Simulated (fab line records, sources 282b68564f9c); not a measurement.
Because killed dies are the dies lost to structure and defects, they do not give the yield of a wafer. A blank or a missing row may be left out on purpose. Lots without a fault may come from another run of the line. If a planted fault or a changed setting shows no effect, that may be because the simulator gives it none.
Code-filled problem report in 8D (eight disciplines) form / flow rit_cmos / the parts of the form that need people (team, actions taken, sign-off) are left out

1. THE ISSUE
Across 6 wafers from 2 lots, NSD_TW at RIT_NSD_TW_MEAS_10 averages 30, while fault-free wafers read 3105 with a standard deviation of 18. That is -99 or more standard deviations from the usual mean.
Earliest sighting: wafer L161.1 on film_metro-02 at day 5 05:41. The record holds 42 wafers of 14 lots with a number at this step. Rule for "out", or "out of limits": more than 4 standard deviations from the usual mean. All remaining wafers that have a number are taken as sound.

2. WHAT IT IS, WHAT IT ISN'T
question=which readings at this step | is=NSD_TW | is not=-
question=which lots | is=L161, L162 | is not=L151, L152, L153, L154, L155, L166, L167, L169, L170, L171, L173, L174
question=which wafers of those lots | is=all that have a number | is not=-
question=read on which gauges | is=film_metro-02 | is not=film_metro-01, film_metro-04
question=when | is=from day 5 05:41 | is not=up to then (15 sound wafers); but 21 sound wafers of L166, L167, L169, L170, L171, L173, L174 came after

3. WHAT RULES OUT EACH SUSPECT
Counting: any tool at a process step up to the reading is kept as a suspect provided that every lot that is out went through it and no sound lot did after the first of them.
- ruled out: the gauge at RIT_NSD_TW_MEAS_10. All the wafers that are out were read on film_metro-02, but those of them that RIT_M1_PROBE_99 has rows for are out there too, on other tools.
- litho_track-03 at RIT_NSD_DEVELOP_05 (develop time 50 s): kept. All lots that are out passed through it, beginning with L161 at day 5 05:00, and no sound lot followed; its final sound lot before that point was L155 at day 3 21:00.
The count leaves litho_track-03 at RIT_NSD_DEVELOP_05.

4. THE CAUSE (what the simulator had put in)
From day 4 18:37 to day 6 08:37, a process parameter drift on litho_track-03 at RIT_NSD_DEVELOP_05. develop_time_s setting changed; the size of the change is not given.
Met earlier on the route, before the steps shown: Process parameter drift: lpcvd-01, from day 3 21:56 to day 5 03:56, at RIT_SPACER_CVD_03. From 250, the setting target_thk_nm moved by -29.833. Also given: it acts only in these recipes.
Only this tool survived the counting.

5. SEQUENCE OF EFFECTS, ordered by route
Rows list readings where the struck wafers' mean (over those with a number) sits beyond 3 standard deviations from the usual. Scope: only readings with a usual standard deviation given in the record; hours: median across lots of the time from each lot's start at the first step in this table that gives one to its start at this step; sigmas: change in usual standard deviations.
hours=0; step=RIT_NSD_TW_MEAS_10; reading=NSD_TW; usual=3105; on struck wafers=30; change=-3075; sigmas=-99 or more
hours=10; step=RIT_M1_PROBE_99; reading=killed_at_front_end; usual=6.6; on struck wafers=264.0; change=+257.4; sigmas=+89
hours=10; step=RIT_M1_PROBE_99; reading=killed_dies; usual=6.7; on struck wafers=264.0; change=+257.3; sigmas=+86
hours=10; step=RIT_M1_PROBE_99; reading=killed_on_rim; usual=1.7; on struck wafers=70.0; change=+68.3; sigmas=+49
Here are the process steps it includes:
- RIT_M1_PROBE_99

6. WHAT WOULD HAVE CAUGHT IT SOONER
Counted from the fault's start at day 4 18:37, it took 11 hours until the first out-of-limits reading at a measuring or inspecting step in this record, taken at day 5 05:41.
Among the 2 lots that are out, L162 began RIT_NSD_DEVELOP_05 on litho_track-03 after day 5 05:41. A tool hold placed at that time would have kept it from harm.
